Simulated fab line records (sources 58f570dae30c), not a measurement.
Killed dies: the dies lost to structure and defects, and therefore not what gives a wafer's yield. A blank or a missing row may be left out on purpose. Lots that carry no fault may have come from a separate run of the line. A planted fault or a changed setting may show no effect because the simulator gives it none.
fab line records    flow berkeley_cmos170
record lots=15  wafers=45  last_day=12
route steps=331 shown NSD@196 CONTACT@222
lots that met no fault: taken from a fault-free run of the same line
start_h: hours from the record's first day to the start of the lot's first wafer shown    wait_h: hours since the lot's step before    " identical to the entry in the row above    L1.1+2: a single row standing in for several wafers    - no value present, or no start provided    * or withheld: withheld    < > ~ a bound
route shown NAME@n: NAME is a module with steps in the file, n the number in the route of the first one    usual: the fault-free wafers' mean and standard deviation    same: alike in all rows    chamber/n: place in a boat    sites: each site's reading    _std_site: their standard deviation    _edge_site: mean of outer sites minus mean of inner sites    radius_mm: for every site, how far away it sits from the centre of the wafer    mask NAME#n: copy n    behind: the tool/chamber that last shaped the wafer    hold: what put the lot on hold/how long, in hours/how the hold closed    device: the n, p or np transistor that did not switch    end of line: the route-end tests of the same wafers    a step given without rows: its recipe and nothing more    killed: at the first sort, the dies lost to defects and structure; wafer yield is something else    map: a wafer's dies, marking killed ones x, the rest . and places with no die _
set.NAME: the run value of the setting; set.NAME@STEP: its run value at that earlier step    model.NAME: the simulator's own value behind a step, which no gauge read
one table for each step of the route and one row for each wafer, over a sample of lots
services: a tool's chamber out of use, with start hour (start_h, from the record's first day; less than 0 if before it), hours out, and reason
## steps
# step UCB170_NSD_STRIP_09
# recipe chemistry=O2  power_w=400  pressure_mtorr=3500  platen_temp_c=withheld  o2_flow_sccm=400  overash_fraction=0.5
# usual drypump_motor_current_A=5.8/0.37  oes_product_au=0.533/0.0045  strip_time_to_endpoint_s=35.81/0.077
# same overash_fraction=0.5
lot.wafer  tool             chamber  start_h  wait_h  drypump_motor_current_A  oes_product_au  rf_hours_counter_h  strip_time_to_endpoint_s
L722.1     plasma_asher-04  0        167.69   0.1     5.6                      0.536           44                  35.77
L722.5     "                0        "        "       5.6                      0.547           -                   35.81
L722.6     "                1        "        "       5.4                      0.534           -                   35.81
L725.3     plasma_asher-04  1        194.47   0.1     5.3                      0.530           -                   35.80
L725.5     "                1        "        "       5.3                      0.537           -                   35.88
L725.6     "                0        "        "       5.6                      0.539           -                   35.89
L728.4     plasma_asher-02  0        194.59   0.1     5.9                      0.532           -                   35.83
L728.5     "                0        "        "       5.9                      0.535           -                   35.88
L728.6     "                1        "        "       6.4                      0.536           -                   35.93
L727.1     plasma_asher-04  0        194.92   0.1     5.6                      0.538           47                  35.87
L727.3     "                1        "        "       5.3                      0.528           -                   35.82
L727.6     "                0        "        "       5.6                      0.537           -                   35.85
L730.1     plasma_asher-04  1        195.04   0.1     5.3                      0.540           47                  35.78
L730.5     "                0        "        "       5.6                      0.527           -                   35.75
L730.6     "                1        "        "       5.3                      0.540           -                   35.74
L729.1     plasma_asher-02  0        195.11   0.1     5.8                      0.535           45                  35.90
L729.5     "                0        "        "       5.8                      0.532           -                   35.80
L729.6     "                1        "        "       6.4                      0.531           -                   35.74
L726.1     plasma_asher-04  1        195.16   0.1     5.3                      0.533           47                  35.99
L726.2     "                0        "        "       5.6                      0.531           47                  35.91
L726.6     "                1        "        "       5.3                      0.540           -                   35.98
L731.1     plasma_asher-02  1        208.47   0.1     6.4                      0.531           47                  35.79
L731.3     "                0        "        "       5.8                      0.527           -                   35.78
L731.5     "                1        "        "       6.4                      0.532           -                   35.79
L733.1     plasma_asher-01  1        225.20   0.1     5.9                      0.533           11                  35.76
L733.2     "                0        "        "       6.0                      0.534           11                  35.83
L733.6     "                1        "        "       5.9                      0.536           -                   35.75
L735.1     plasma_asher-02  0        225.67   0.1     5.8                      0.540           49                  35.81
L735.2     "                1        "        "       6.4                      0.524           49                  35.76
L735.4     "                1        "        "       6.4                      0.532           -                   35.73
L734.2     plasma_asher-02  1        234.26   0.1     6.4                      0.530           50                  35.82
L734.3     "                1        "        "       6.4                      0.531           -                   35.69
L734.6     "                0        "        "       5.8                      0.537           -                   35.67
L742.1     plasma_asher-04  0        262.22   0.1     5.6                      0.531           56                  35.94
L742.4     "                1        "        "       5.3                      0.535           -                   35.87
L742.5     "                0        "        "       5.6                      0.530           -                   35.91
L741.3     plasma_asher-04  1        264.01   0.1     5.3                      0.531           -                   35.66
L741.5     "                0        "        "       5.6                      0.533           -                   35.65
L741.6     "                1        "        "       5.3                      0.532           -                   35.75
L739.1     plasma_asher-02  0        264.19   0.1     5.8                      0.528           52                  35.89
L739.3     "                1        "        "       6.4                      0.538           -                   35.83
L739.4     "                0        "        "       5.8                      0.529           -                   35.91
L744.3     plasma_asher-01  1        264.34   0.1     6.0                      0.532           -                   35.90
L744.4     "                0        "        "       6.0                      0.534           -                   35.86
L744.6     "                0        "        "       6.0                      0.529           -                   35.93
# step UCB170_CONTACT_STRIP_06
# recipe chemistry=O2  power_w=400  pressure_mtorr=3500  platen_temp_c=withheld  o2_flow_sccm=400  overash_fraction=0.5
# usual drypump_motor_current_A=5.58/0.3  oes_product_au=0.735/0.0045  strip_time_to_endpoint_s=21.97/0.062
# same overash_fraction=0.5
lot.wafer  tool             chamber  start_h  wait_h  drypump_motor_current_A  oes_product_au  rf_hours_counter_h  strip_time_to_endpoint_s
L722.1     plasma_asher-03  1        174.13   0.1     5.42                     0.733           41                  21.93
L722.5     "                1        "        "       5.44                     0.735           -                   21.96
L722.6     "                0        "        "       5.27                     0.730           -                   21.90
L728.4     plasma_asher-04  0        199.65   0.1     5.63                     0.730           -                   21.89
L728.5     "                0        "        "       5.63                     0.738           -                   21.94
L728.6     "                1        "        "       5.31                     0.740           -                   21.88
L727.1     plasma_asher-04  0        201.42   0.1     5.60                     0.739           48                  21.99
L727.3     "                1        "        "       5.31                     0.738           -                   22.00
L727.6     "                1        "        "       5.30                     0.735           -                   21.99
L725.3     plasma_asher-03  1        201.43   0.1     5.42                     0.737           -                   21.90
L725.5     "                0        "        "       5.28                     0.740           -                   21.94
L725.6     "                1        "        "       5.42                     0.739           -                   21.89
L726.1     plasma_asher-04  1        201.87   0.1     5.29                     0.735           48                  21.98
L726.2     "                0        "        "       5.60                     0.727           48                  21.94
L726.6     "                0        "        "       5.60                     0.732           -                   21.95
L730.1     plasma_asher-03  1        201.87   0.1     5.42                     0.730           45                  22.01
L730.5     "                0        "        "       5.30                     0.738           -                   21.99
L730.6     "                1        "        "       5.44                     0.728           -                   22.00
L729.1     plasma_asher-01  0        202.30   0.1     6.05                     0.735           8                   21.99
L729.5     "                1        "        "       5.98                     0.728           -                   21.99
L729.6     "                0        "        "       6.03                     0.731           -                   22.02
L731.1     plasma_asher-04  0        216.76   0.1     5.62                     0.736           50                  21.98
L731.3     "                1        "        "       5.33                     0.732           -                   22.02
L731.5     "                1        "        "       5.28                     0.734           -                   22.04
L733.1     plasma_asher-04  0        229.89   0.1     5.59                     0.732           51                  21.93
L733.2     "                1        "        "       5.32                     0.733           51                  21.96
L733.6     "                1        "        "       5.33                     0.732           -                   21.97
L735.1     plasma_asher-01  1        230.18   0.1     5.98                     0.736           12                  21.93
L735.2     "                0        "        "       6.05                     0.731           12                  21.90
L735.4     "                1        "        "       5.98                     0.730           -                   21.98
L734.2     plasma_asher-04  0        238.90   0.1     5.60                     0.740           52                  21.93
L734.3     "                1        "        "       5.32                     0.734           -                   21.97
L734.6     "                0        "        "       5.61                     0.735           -                   21.97
L742.1     plasma_asher-01  0        267.65   0.1     6.06                     0.731           16                  21.88
L742.4     "                0        "        "       6.06                     0.729           -                   21.88
L742.5     "                1        "        "       5.94                     0.733           -                   21.88
L741.3     plasma_asher-01  1        269.56   0.1     6.02                     0.743           -                   21.96
L741.5     "                0        "        "       6.03                     0.727           -                   21.91
L741.6     "                1        "        "       5.96                     0.729           -                   21.88
L744.3     plasma_asher-04  0        269.71   0.1     5.59                     0.738           -                   22.04
L744.4     "                1        "        "       5.32                     0.739           -                   22.04
L744.6     "                0        "        "       5.61                     0.741           -                   21.99
L739.1     plasma_asher-01  0        269.72   0.1     6.05                     0.732           17                  21.97
L739.3     "                1        "        "       6.01                     0.739           -                   21.95
L739.4     "                0        "        "       6.05                     0.731           -                   21.93
# step UCB170_CONTACT_EXPOSE_12
# recipe mask_id=CONT  target_cd_nm=700  na=0.5  sigma_outer=0.6  source_shape=conventional  dose_mj=35
# usual exposure_dose_mJ_cm2=34.99/0.036  focus_offset_nm=0.0/0.56  sigma_outer=0.6/0
lot.wafer  tool            chamber  start_h  wait_h  mask    exposure_dose_mJ_cm2  focus_offset_nm  sigma_outer
L722.1     krf_scanner-02  0        175.05   -       CONT#0  35.01                 0.2              0.6
L722.5     "               0        "        "       CONT#0  34.97                 0.1              0.6
L722.6     "               0        "        "       CONT#0  34.99                 0.3              0.6
L728.4     krf_scanner-01  0        200.59   -       CONT#0  34.93                 -0.5             0.6
L728.5     "               0        "        "       CONT#0  34.99                 -0.2             0.6
L728.6     "               0        "        "       CONT#0  34.98                 0.3              0.6
L727.1     krf_scanner-02  0        202.87   -       CONT#0  34.97                 0.4              0.6
L727.3     "               0        "        "       CONT#0  34.97                 1.4              0.6
L727.6     "               0        "        "       CONT#0  35.01                 0.9              0.6
L725.3     krf_scanner-02  0        203.03   -       CONT#0  34.98                 -0.6             0.6
L725.5     "               0        "        "       CONT#0  35.00                 -0.3             0.6
L725.6     "               0        "        "       CONT#0  35.04                 -0.5             0.6
L726.1     krf_scanner-01  0        203.47   -       CONT#0  34.99                 1.1              0.6
L726.2     "               0        "        "       CONT#0  34.97                 -0.4             0.6
L726.6     "               0        "        "       CONT#0  35.01                 0.7              0.6
L730.1     krf_scanner-02  0        203.71   -       CONT#0  34.94                 -0.1             0.6
L730.5     "               0        "        "       CONT#0  35.00                 0.9              0.6
L730.6     "               0        "        "       CONT#0  35.04                 1.1              0.6
L729.1     krf_scanner-01  0        203.95   -       CONT#0  35.00                 -0.7             0.6
L729.5     "               0        "        "       CONT#0  35.04                 -0.5             0.6
L729.6     "               0        "        "       CONT#0  35.06                 -0.2             0.6
L731.1     krf_scanner-01  0        218.11   -       CONT#0  35.01                 -0.2             0.6
L731.3     "               0        "        "       CONT#0  35.01                 -0.6             0.6
L731.5     "               0        "        "       CONT#0  35.09                 0.0              0.6
L733.1     krf_scanner-02  0        230.81   -       CONT#0  34.92                 0.2              0.6
L733.2     "               0        "        "       CONT#0  34.94                 0.9              0.6
L733.6     "               0        "        "       CONT#0  34.97                 -0.4             0.6
L735.1     krf_scanner-01  0        231.09   -       CONT#0  34.98                 0.2              0.6
L735.2     "               0        "        "       CONT#0  35.01                 -0.1             0.6
L735.4     "               0        "        "       CONT#0  34.99                 -0.5             0.6
L734.2     krf_scanner-01  0        239.71   -       CONT#0  34.96                 1.5              0.6
L734.3     "               0        "        "       CONT#0  34.98                 -0.4             0.6
L734.6     "               0        "        "       CONT#0  34.97                 1.0              0.6
L742.1     krf_scanner-02  -        268.81   -       CONT#0  -                     -                -
L742.4     "               -        "        "       CONT#0  -                     -                -
L742.5     "               -        "        "       CONT#0  -                     -                -
L741.3     krf_scanner-02  -        270.41   -       CONT#0  -                     -                -
L741.5     "               -        "        "       CONT#0  -                     -                -
L741.6     "               -        "        "       CONT#0  -                     -                -
L744.3     krf_scanner-01  0        270.93   -       CONT#0  35.00                 0.3              0.6
L744.4     "               0        "        "       CONT#0  34.99                 -0.3             0.6
L744.6     "               0        "        "       CONT#0  34.98                 -0.4             0.6
L739.1     krf_scanner-01  -        271.01   -       CONT#0  -                     -                -
L739.3     "               -        "        "       CONT#0  -                     -                -
L739.4     "               -        "        "       CONT#0  -                     -                -
# step UCB170_CONTACT_OVL_MEAS_16
# usual CONTACT_OVL=-2/5
lot.wafer  tool        chamber  start_h  wait_h  CONTACT_OVL[nm]
L722.1     overlay-02  -        175.56   0.1     -1
L722.5     "           -        "        "       1
L722.6     "           -        "        "       0
L728.4     overlay-01  -        201.06   0.1     -9
L728.5     "           -        "        "       -8
L728.6     "           -        "        "       -8
L727.1     overlay-01  -        203.87   0.1     -2
L727.3     "           -        "        "       1
L727.6     "           -        "        "       -11
L725.3     overlay-02  -        203.90   0.1     -5
L725.5     "           -        "        "       -3
L725.6     "           -        "        "       -2
L726.1     overlay-01  -        204.18   0.1     -8
L726.2     "           -        "        "       -6
L726.6     "           -        "        "       -1
L730.1     overlay-02  -        204.41   0.1     -9
L730.5     "           -        "        "       2
L730.6     "           -        "        "       -6
L729.1     overlay-01  -        204.46   0.1     -10
L729.5     "           -        "        "       -4
L729.6     "           -        "        "       -5
L731.1     overlay-01  -        219.19   0.1     1
L731.3     "           -        "        "       1
L731.5     "           -        "        "       2
L733.1     overlay-01  -        232.25   0.1     -4
L733.2     "           -        "        "       4
L733.6     "           -        "        "       -7
L735.1     overlay-02  -        232.31   0.1     0
L735.2     "           -        "        "       -6
L735.4     "           -        "        "       -5
L734.2     overlay-02  -        240.21   0.1     -5
L734.3     "           -        "        "       -6
L734.6     "           -        "        "       -9
L742.1     overlay-01  -        269.35   0.1     -
L742.4     "           -        "        "       -
L742.5     "           -        "        "       -
L741.3     overlay-01  -        271.26   0.1     -
L741.5     "           -        "        "       -
L741.6     "           -        "        "       -
L744.3     overlay-02  -        271.54   0.1     -6
L744.4     "           -        "        "       -6
L744.6     "           -        "        "       -2
L739.1     overlay-01  -        271.77   0.1     -
L739.3     "           -        "        "       -
L739.4     "           -        "        "       -
## services
tool             chamber  start_h  hours  kind
krf_scanner-01   -        148.08   1.0    repair
krf_scanner-01   -        161.42   0.7    repair
krf_scanner-01   -        164.05   4.8    repair
plasma_asher-01  -        188.59   13.1   pm
krf_scanner-02   -        203.82   1.3    pm
krf_scanner-01   -        234.50   1.0    pm
krf_scanner-02   -        237.17   1.5    repair
plasma_asher-02  -        240.45   14.6   pm
## key
first_sign step=UCB170_CONTACT_EXPOSE_12  reading=tool_record  direction=missing
effect none on later readings
met_at UCB170_CONTACT_EXPOSE_12
struck_lots L739,L741,L742
later_rows_left_out L739.1,L739.3,L739.4,L741.3,L741.5,L741.6,L742.1,L742.4,L742.5
sort_left_out L739.1,L739.3,L739.4,L741.3,L741.5,L741.6,L742.1,L742.4,L742.5
tester_left_out L739,L741,L742
not_acting_at UCB170_NSD_STRIP_09,UCB170_CONTACT_STRIP_06,UCB170_CONTACT_OVL_MEAS_16
onset_between 239.71 268.81
fault kind=skipped_step_whole  tool=krf_scanner-01,krf_scanner-02  chamber=-  onset_h=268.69  steps=UCB170_CONTACT_EXPOSE_12  scope=struck_lots_only
# tester_left_out: of these lots the tester's yield and bins aren't shown, on N5 and GAA mostly nor the transistor test; their killed dies are dies lost to structure and defects alone, not to doping, threshold or leakage, so they don't give the yield
# sort_left_out: the simulated sort isn't trusted on such a fault, so these wafers' sort isn't shown, and their yield isn't known
# later_rows_left_out: the simulator's readings of these wafers behind a module that went badly wrong aren't trusted and aren't shown, but for the sort
